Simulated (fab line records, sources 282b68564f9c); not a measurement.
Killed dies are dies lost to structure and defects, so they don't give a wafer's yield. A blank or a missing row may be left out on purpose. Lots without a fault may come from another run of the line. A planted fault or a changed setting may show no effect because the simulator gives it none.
A struck lot beside a sound one | flow rit_cmos | 28 steps out of a route of 202
Sound: wafers L730.2, L730.3, L730.5. Struck: wafers L743.2, L743.3, L743.6. The cause comes at the end.
At each step with rows: each side's tool, then ch and its chambers, then its first start. Under that, the readings that differ: sound wafers | struck wafers | difference of the means | sigmas: that difference in standard deviations of wafers without a fault.
alike: readings whose means differ by less than 2 such deviations, and words and numbers that are the same on both sides. not compared: withheld readings, readings that some wafer has no value for, bounds like >300 that may hide the same value, and numbers for which the record gives no deviation and whose values overlap.
The two part at a step that has a row with sigmas, a row that says differs or no value, or rows on one side only. Numbers that don't overlap but have no deviation are shown without sigmas and don't part them. A reading that every wafer of one side lacks parts them only if that side has two wafers or more.

RIT_ACTIVE_BOW_MEAS_00:
  sound on film_metro-03, day 2 11:01; struck on film_metro-02, day 5 04:01
  alike: INCOMING_BOW
RIT_ACTIVE_OXIDATION_01: target thk 46.8 nm, ox time 3360 s.
  sound on furnace-04 ch 0, day 2 11:07; struck on furnace-03 ch 0, day 5 05:10
  reading                                       | sound             | struck           | difference | sigmas
  ox_time_s (s)                                 | 3360 3360 3360    | 1512 1512 1512   | -1848      |
  model.SiO2_of_ACTIVE_OXIDATION_01.thk_nm (nm) | 47.31 47.73 47.91 | 30.11 30.7 29.72 | -17.47     |
  alike: spike_tc_load_C, tube_center_temp_C_max
RIT_ACTIVE_THK_MEAS_02:
  sound on film_metro-03, day 2 13:04; struck on film_metro-03, day 5 07:06
  reading               | sound          | struck         | difference | sigmas
  ACTIVE_OXIDE_THK (nm) | 47.4 47.8 47.9 | 30.1 30.7 29.7 | -17.5      | -22
then, 1 step without rows for these wafers: RIT_ACTIVE_CVD_03 (deposits Si3N4 from SiH2Cl2/NH3, target thk 150 nm, time 1500 s).
RIT_ACTIVE_THK_MEAS_04:
  sound on film_metro-01, day 2 14:32; struck on film_metro-03, day 5 08:35
  alike: ACTIVE_NITRIDE_THK
then, 6 steps without rows for these wafers: RIT_ACTIVE_HMDS_05 (prime time 60 s); RIT_ACTIVE_COAT_06 (resist thk 1000 nm); RIT_ACTIVE_SOFTBAKE_07 (time 60 s); RIT_ACTIVE_EXPOSE_08 (exposes mask M1, target cd 1400 nm); RIT_ACTIVE_PEB_09; RIT_ACTIVE_DEVELOP_10 (develop time 50 s).
RIT_ACTIVE_CD_MEAS_11: target cd 1400 nm.
  sound on cd_sem-02, day 2 15:35; struck on cd_sem-02, day 5 09:37
  alike: cd_nm
then, 1 step without rows for these wafers: RIT_ACTIVE_HARDBAKE_12 (time 60 s).
RIT_ACTIVE_ETCH_13: etches Si3N4 in SF6, stops on SiO2, time 210 s, target depth 210 nm.
  sound on rie_diel-04 ch 2,3, day 2 15:50; struck on rie_diel-04 ch 0,1, day 5 09:52
  alike: drypump_motor_current_A, oes_product_au, throttle_valve_pct
  not compared: rf_hours_counter_h
RIT_ACTIVE_STRIP_14: strips in O2, time 180 s.
  sound on plasma_asher-03 ch 0,1, day 2 15:58; struck on plasma_asher-01 ch 0,1, day 5 10:01
  alike: drypump_motor_current_A
  not compared: rf_hours_counter_h
RIT_ACTIVE_CD_MEAS_90: target cd 1400 nm.
  sound on cd_sem-02, day 2 16:10; struck on cd_sem-01, day 5 10:12
  alike: cd_nm
then, 4 steps without rows for these wafers: RIT_ACTIVE_CLEAN_15 (cleans in SC1, time 600 s); RIT_ACTIVE_CLEAN_16 (cleans in dHF, time 30 s); RIT_ACTIVE_CLEAN_17 (cleans in SC2, time 600 s); RIT_FOX1_OXIDATION_00 (target thk 350.7 nm, ox time 1130 s).
RIT_FOX1_THK_MEAS_01:
  sound on film_metro-02, day 2 17:57; struck on film_metro-02, day 5 13:37
  alike: FOX1_OXIDE_THK
then, 2 steps without rows for these wafers: RIT_FOX1_WET_ETCH_02 (etches SiO2 in BOE, target depth 350 nm, time 390 s); RIT_FOX2_OXIDATION_00 (target thk 350.7 nm, ox time 1130 s).
RIT_FOX2_THK_MEAS_01:
  sound on film_metro-02, day 2 19:26; struck on film_metro-03, day 5 15:07
  alike: FOX2_OXIDE_THK
then, 1 step without rows for these wafers: RIT_FOX2_CLEAN_02 (cleans in dHF, time 180 s).
RIT_FOX2_WET_ETCH_03: etches Si3N4 in H3PO4, target depth 195 nm, time 2700 s.
  sound on wet_bench-03 ch 3, day 2 19:33; struck on wet_bench-02 ch 2, day 5 15:13
  reading                                       | sound          | struck           | difference | sigmas
  model.SiO2_of_ACTIVE_OXIDATION_01.thk_nm (nm) | 41.78 42 42.32 | 26.76 26.5 25.61 | -15.74     |
RIT_FOX2_THK_MEAS_90:
  sound on film_metro-04, day 2 20:19; struck on film_metro-02, day 5 15:59
  alike: FIELD_OXIDE_LEFT_1_THK
RIT_M1_PROBE_99:
  sound on prober-02, day 4 10:52; struck on prober-01, day 7 11:28
  reading                             | sound             | struck            | difference | sigmas
  model.etest.pldd.width_nm (nm)      | 3175 3195 3183    | 3307 3299 3297    | +117       |
  model.etest.nldd.width_nm (nm)      | 3196 3183 3188    | 3304 3304 3315    | +119       |
  model.etest.nplus_sal.width_nm (nm) | 3456 3447 3458    | 3564 3554 3575    | +111       |
  model.etest.pplus_sal.width_nm (nm) | 3452 3439 3448    | 3530 3540 3548    | +93        |
  model.etest.nmos_0p3.r_on_ohm_um    | 2192 2192 2216    | 2143 2139 2156    | -54        |
  model.etest.nmos_narrow.drive_ua_um | 218 215.8 214.3   | 258.6 255.2 254.7 | +40.1      |
  model.etest.pmos_narrow.drive_ua_um | 99.43 98.19 96.62 | 114.1 113.4 111.9 | +15.1      |
  model.etest.nmos_0p3.drive_ua_um    | 217.5 215.7 211.8 | 232 230.6 226.8   | +15        |
  alike: killed_at_contacts, killed_at_front_end, killed_dies, killed_open, killed_short

WHERE THEY PART
Only at RIT_ACTIVE_THK_MEAS_02, within this record. Later steps at which nothing parts them and some readings are alike: RIT_ACTIVE_THK_MEAS_04, RIT_ACTIVE_CD_MEAS_11, RIT_ACTIVE_ETCH_13, RIT_ACTIVE_STRIP_14, RIT_ACTIVE_CD_MEAS_90, RIT_FOX1_THK_MEAS_01, RIT_FOX2_THK_MEAS_01, RIT_FOX2_THK_MEAS_90, RIT_M1_PROBE_99.

WHY: what the simulator had put in
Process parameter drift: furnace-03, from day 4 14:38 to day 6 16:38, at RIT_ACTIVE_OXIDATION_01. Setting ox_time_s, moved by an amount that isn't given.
